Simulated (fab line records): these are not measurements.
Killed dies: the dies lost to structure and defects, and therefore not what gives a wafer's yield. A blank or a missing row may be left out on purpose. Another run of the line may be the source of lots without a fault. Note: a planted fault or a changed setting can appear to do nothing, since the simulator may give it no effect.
2 desks, one fault    flow berkeley_cmos170    each desk has only its own numbers; what lay behind them comes last

== THE METROLOGY DESK ==
What the gauges read for every lot (on any tool): the sampled wafers with a number, averaged. Any lot whose mean is over 4 standard deviations away from the usual mean is out of limits and marked OUT; that distance is given in the brackets.
Columns: A = PWELL_OXIDE_THK at UCB170_PWELL_THK_MEAS_03, usual 26.3 nm; B = PWELL_OVL at UCB170_PWELL_OVL_MEAS_13, usual -1 nm
lot   first seen here  A     B
L738  day 2 10:01      26.5  -2
L740  day 3 06:23      26.4  -2
L741  day 3 14:22      26.8  1
L742  day 3 14:23      26.4  -7
L743  day 3 21:17      26.8  -7
L746  day 4 07:55      25.5  2
L747  day 4 16:07      25.9  -6
L748  day 5 08:12      26.5  8
L750  day 5 18:08      26.1  13
L751  day 5 18:10      26.5  -4
L754  day 6 14:18      26.2  8
L757  day 6 20:08      26.7  -6
L760  day 7 09:37      25.5  -2
L761  day 7 14:22      25.7  -4
Finding of this desk: none of the 14 lots has anything out of limits.

== FOR THE TOOL OWNER'S DESK: litho_track-04 ==
The tool's own readings at UCB170_NVT_COAT_01 (resist thk 900 nm): means of the sampled wafers that have a number, for each lot that ran on this tool. Any lot whose mean is over 4 standard deviations away from the usual mean is out of limits and marked OUT; that distance is given in the brackets.
Columns: A = spin_speed_rpm at UCB170_NVT_COAT_01, usual 1499.9 rpm
lot   first seen here  A
L740  day 6 09:59      1500.4
L750  day 8 08:41      1500.4
L748  day 8 09:07      1304.1 (-99 or more) OUT
L754  day 9 11:05      1304.4 (-99 or more) OUT
Finding of this desk: L748, L754 out of limits; the first was L748 at day 8 09:07, on spin_speed_rpm at UCB170_NVT_COAT_01. L740, L750: within limits.

== TAKEN TOGETHER ==
On L748, L754, at day 8 09:07, an alarm was possible from the tool owner's desk.
From the metrology desk's view, nothing was out of limits.
The metrology desk has L748, L754 on record, within its limits.
On litho_track-04, each named lot ran UCB170_NVT_COAT_01.

== WHAT HAD BEEN PUT IN BY THE SIMULATOR ==
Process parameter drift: litho_track-04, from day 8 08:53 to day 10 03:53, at UCB170_NVT_COAT_01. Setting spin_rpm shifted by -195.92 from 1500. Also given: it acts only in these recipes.
Struck lots among those shown: L748, L754.
Delay in hours, fault start to first out-of-limits reading, by desk: the tool owner's desk at 0.
